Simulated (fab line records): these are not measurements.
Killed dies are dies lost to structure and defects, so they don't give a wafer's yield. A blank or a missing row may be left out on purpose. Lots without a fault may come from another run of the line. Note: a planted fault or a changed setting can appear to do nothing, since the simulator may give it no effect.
A lot that was struck, set against a sound lot	flow berkeleyCmos170	16 out of 331 route steps
Sound: these wafers, L217.1, L217.2, L217.5. Struck: wafer L227.2. (L227.3, L227.6 of the same lot were not struck and are left out.) The cause comes at the end.
Per side, at each step with rows, come the tool, then ch with its chambers, and then its first start. Under that, the readings that differ: sound wafers	struck wafers	difference of the means	sigmas: that difference in standard deviations of wafers without a fault.
alike: readings whose means differ by less than 2 such deviations, and words and numbers that are the same on both sides. not compared: withheld readings, readings that some wafer has no value for, bounds like >300 that may hide the same value, and numbers for which the record gives no deviation and whose values overlap.
The two part at a step that has a row with sigmas, a row that says differs or no value, or rows on one side only. Numbers that have no deviation but don't overlap get no sigmas and don't part them. Lack of a reading on every wafer of one side parts them only where that side has two or more wafers.

first, 6 steps without rows for these wafers: UCB170_M2_COAT_09; UCB170_M2_COAT_10 (resist thk 900 nm); UCB170_M2_SOFTBAKE_11 (time 60 s); UCB170_M2_EXPOSE_12 (exposes mask METAL2, target cd 700 nm); UCB170_M2_PEB_13; UCB170_M2_DEVELOP_14 (develop time 45 s).
UCB170_M2_CD_MEAS_15: target cd 700 nm.
  struck on cdSem-01, day 12 22:56; sound on cdSem-02, day 9 20:07
  alike: cdNm
UCB170_M2_OVL_MEAS_16:
  struck on overlay-02, day 12 23:02; sound on overlay-02, day 9 20:14
  alike: M2_OVL
UCB170_M2_ETCH_17: etches BARC in N2/H2.
  sound on rieDiel-01 ch 0,1,3, day 9 20:16; struck on rieDiel-01 ch 1, day 12 23:04
  alike: drypumpMotorCurrentA, oesProductAu, throttleValvePct
UCB170_M2_METAL_ETCH_18: etches Al in Cl2/BCl3, stops on SiO2, target depth 1170 nm, time 195 s.
  sound on rieMetal-01 ch 0,1, day 9 20:19; struck on rieMetal-01 ch 1, day 12 23:07
  alike: drypumpMotorCurrentA, oesProductAu, throttleValvePct
  not compared: rfHoursCounterH
UCB170_M2_STRIP_19: strips in O2.
  sound on plasmaAsher-03 ch 0,1, day 9 20:30; struck on plasmaAsher-03 ch 0, day 12 23:18
  alike: drypumpMotorCurrentA, oesProductAu
  not compared: rfHoursCounterH
UCB170_M2_CD_MEAS_90: target cd 700 nm.
  struck on cdSem-01, day 12 23:25; sound on cdSem-02, day 9 20:36
  alike: cdNm
UCB170_V2_CVD_00: deposits SiO2 from TEOS/O2, target thk 2000 nm, time 250 s.
  sound on pecvd-04 ch 1,2, day 9 20:43; struck on pecvd-01 ch 1, day 12 23:31
reading	sound	struck	difference	sigmas
model.SiO2_of_V2_CVD_00.thkNm (nm)	1959 1974 1993	3198	+1223	
  alike: heaterPowerW
UCB170_V2_THK_MEAS_01:
  struck on filmMetro-03, day 12 23:41; sound on filmMetro-04, day 9 20:52
reading	sound	struck	difference	sigmas
V2_TEOS_THK (nm)	1960 1974 1995	3196	+1220	+49
UCB170_V2_CMP_02: polishes SiO2.
  sound on cmp-01 ch 0,2, day 9 20:59; struck on cmp-01 ch 3, day 12 23:44
reading	sound	struck	difference	sigmas
motorCurrentA (A)	17.8 18.0 19.9	12.6	-6.0	-3
  alike: edgeZonePressureFrac
UCB170_M3_PROBE_99:
  rows exist in the record for the struck wafers here (prober-02, day 13 07:31), but not for the sound ones

## WHERE THEY PART
At UCB170_V2_THK_MEAS_01 first; at UCB170_M3_PROBE_99 last (within this record only).

WHY: what the simulator had put in
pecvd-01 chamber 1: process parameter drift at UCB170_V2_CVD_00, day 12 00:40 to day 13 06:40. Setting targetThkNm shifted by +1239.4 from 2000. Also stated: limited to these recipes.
